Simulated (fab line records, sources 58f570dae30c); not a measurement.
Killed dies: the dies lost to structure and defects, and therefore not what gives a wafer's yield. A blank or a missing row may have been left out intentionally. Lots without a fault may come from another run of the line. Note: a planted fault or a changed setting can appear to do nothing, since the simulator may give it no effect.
fab line records	flow berkeley_cmos170
[record] lots = 14	wafers = 42	last_day = 12
route steps=331 shown NSD@192
lots untouched by any fault: they come from a run of this same line in which no faults occurred
start_h: hours from the record's first day to the start of the lot's first wafer shown	wait_h: how many hours have passed since the lot's step before this one	" identical to the entry in the row above	L1.1+2: several wafers, shown together as one row	- no value, or no start was given	* or withheld: withheld	< > ~ a bound
route shown NAME@n: NAME is a module with steps in the file, n the number in the route of the first one	usual: the fault-free wafers' mean and standard deviation	same: alike in all rows	chamber/n: place in a boat	sites: the reading at each site	_std_site: the values' standard deviation	_edge_site: inner sites' mean taken away from outer sites' mean	radius_mm: for every site, how far away it sits from the centre of the wafer	mask NAME#n: copy n	behind: the most recent tool/chamber to have shaped the wafer	hold: reason for holding the lot/hours on hold/outcome of the hold	device: the transistor (n, p or np) that didn't switch	end of line: the tests these same wafers got at the end of their route	for a step that has no rows: nothing shown but its recipe	killed: dies lost to structure and defects at the first sort, not the wafer's yield	map: dies across one wafer; x = killed, . = not, _ = none there
set.NAME: the run value of the setting; set.NAME@STEP: its run value at that earlier step	model.NAME: the simulator's own value behind a step, which no gauge read
the route's steps for a sample of lots (tables are steps, rows are wafers)
services: the hour from which a tool's chamber was out of use, counted from the record's first day as start_h (under 0 if before that day), plus the number of hours and why
[[steps]]
[step UCB170_NSD_DEVELOP_05]
[recipe] developer = TMAH	develop_time_s = 45	resist = KrF	dev_temp_c = 21
[usual] chill_plate_temp_C = 23.01/0.1	develop_time_s = 45/0
lot.wafer	tool	chamber	start_h	wait_h	chill_plate_temp_C	develop_time_s
L585.1	litho_track-02	0	146	-	22.96	45
L585.2	"	0	"	"	23.07	45
L585.4	"	0	"	"	22.80	45
L582.1	litho_track-04	0	147	-	23.09	45
L582.2	"	0	"	"	23.16	45
L582.6	"	0	"	"	23.08	45
L583.1	litho_track-02	0	147	-	22.98	45
L583.2	"	0	"	"	22.90	45
L583.5	"	0	"	"	23.08	45
L586.2	litho_track-03	0	159	-	23.05	45
L586.4	"	0	"	"	23.07	45
L586.6	"	0	"	"	22.89	45
L589.4	litho_track-03	0	188	-	23.07	45
L589.5	"	0	"	"	23.01	45
L589.6	"	0	"	"	22.87	45
L591.1	litho_track-03	0	189	-	22.95	45
L591.3	"	0	"	"	22.98	45
L591.6	"	0	190	-	22.97	45
L594.4	litho_track-02	0	197	-	23.04	45
L594.5	"	0	"	"	23.00	45
L594.6	"	0	"	"	22.92	45
L595.3	litho_track-03	-	204	-	-	-
L595.4	"	-	"	"	-	-
L595.6	"	-	"	"	-	-
L596.2	litho_track-02	-	209	-	-	-
L596.3	"	-	"	"	-	-
L596.6	"	-	210	-	-	-
L600.2	litho_track-04	0	227	-	22.80	45
L600.3	"	0	"	"	22.77	45
L600.5	"	0	"	"	22.83	45
L599.2	litho_track-02	0	227	-	22.93	45
L599.3	"	0	"	"	22.80	45
L599.5	"	0	"	"	22.94	45
L602.2	litho_track-03	0	228	-	22.96	45
L602.3	"	0	"	"	22.90	45
L602.6	"	0	"	"	23.02	45
L603.1	litho_track-03	0	250	-	22.93	45
L603.2	"	0	"	"	22.90	45
L603.3	"	0	"	"	22.99	45
L604.3	litho_track-04	0	263	-	22.97	45
L604.5	"	0	"	"	22.98	45
L604.6	"	0	"	"	23.09	45
[[services]]
tool	chamber	start_h	hours	kind
litho_track-02	-	133.61	-	consumable_replace:filter
[[key]]
[first_sign] step = UCB170_NSD_DEVELOP_05	reading = tool_record	direction = missing
effect none on later readings
met_at UCB170_NSD_DEVELOP_05
struck_lots L595,L596
sort_left_out L595.3,L595.4,L595.6,L596.2,L596.3,L596.6
tester_left_out L595,L596
onset_between 197 204
[fault] kind = skipped_step_whole	tool = litho_track-02,litho_track-03	chamber = -	onset_h = 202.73	steps = UCB170_NSD_DEVELOP_05	scope = struck_lots_only
// tester_left_out: of these lots the tester's yield and bins aren't shown, on N5 and GAA mostly nor the transistor test; their killed dies are dies lost to structure and defects alone, not to doping, threshold or leakage, so they don't give the yield
// sort_left_out: the simulated sort isn't trusted on such a fault, so these wafers' sort isn't shown, and their yield isn't known
